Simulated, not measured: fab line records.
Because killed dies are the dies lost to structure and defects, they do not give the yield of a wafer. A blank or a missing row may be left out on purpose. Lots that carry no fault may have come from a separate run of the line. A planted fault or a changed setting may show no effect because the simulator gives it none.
Matching of chambers ; flow berkeley-cmos170 ; UCB170_GATE_ETCH_15 on rie-si-01: 4 sister chambers
The step etches poly-Si in HBr/Cl2, stops on SiO2, time 56.3 s, target depth 278.2 nm. 8 wafers are shown with their chamber, then 8 later ones without.

== EACH WAFER AND ITS CHAMBER ==
wafer;chamber;throttle-valve-pct (%);oes-product-au (a.u.)
L482.2;3;26.10;0.842
L482.4;2;26.38;0.818
L482.6;2;26.37;0.824
L492.5;0;26.33;0.803
L496.1;1;26.33;0.831
L496.2;0;26.32;0.828
L496.5;1;26.35;0.825
L497.1;3;26.11;0.851

== WAFERS MISSING THEIR CHAMBER ==
wafer;throttle-valve-pct (%);oes-product-au (a.u.)
L497.2;26.37;0.831
L497.3;26.33;0.818
L499.1;26.30;0.820
L499.3;26.09;0.860
L499.6;26.33;0.829
L502.1;26.32;0.813
L502.4;26.34;0.828
L502.6;26.31;0.818

== EACH ONE'S CHAMBER ==
wafer;from the rows above;in truth
L497.2;2;2
L497.3;can't be placed: 0 or 1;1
L499.1;can't be placed: 0 or 1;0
L499.3;3;3
L499.6;can't be placed: 1 or 0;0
L502.1;0;0
L502.4;1;1
L502.6;can't be placed: 0 or 1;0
Correct placement for 4 of the 8. Can't be placed from these rows: 4 (the true chamber is among the candidates in 4). Number placed wrongly: 0.
How it was worked out, from the rows above alone: a wafer's distance from a chamber is the root of the sum, over the readings, of the square of ((its reading less the chamber's mean) divided by the reading's scatter). The wafer belongs to the nearest chamber; if the next one is less than 2 further off, it can't be placed. The mean given for a chamber averages the wafers shown for that chamber. The scatter: the root of (the sum of the squares of (reading less its chamber's mean) over the shown wafers, divided by (wafers less chambers)).
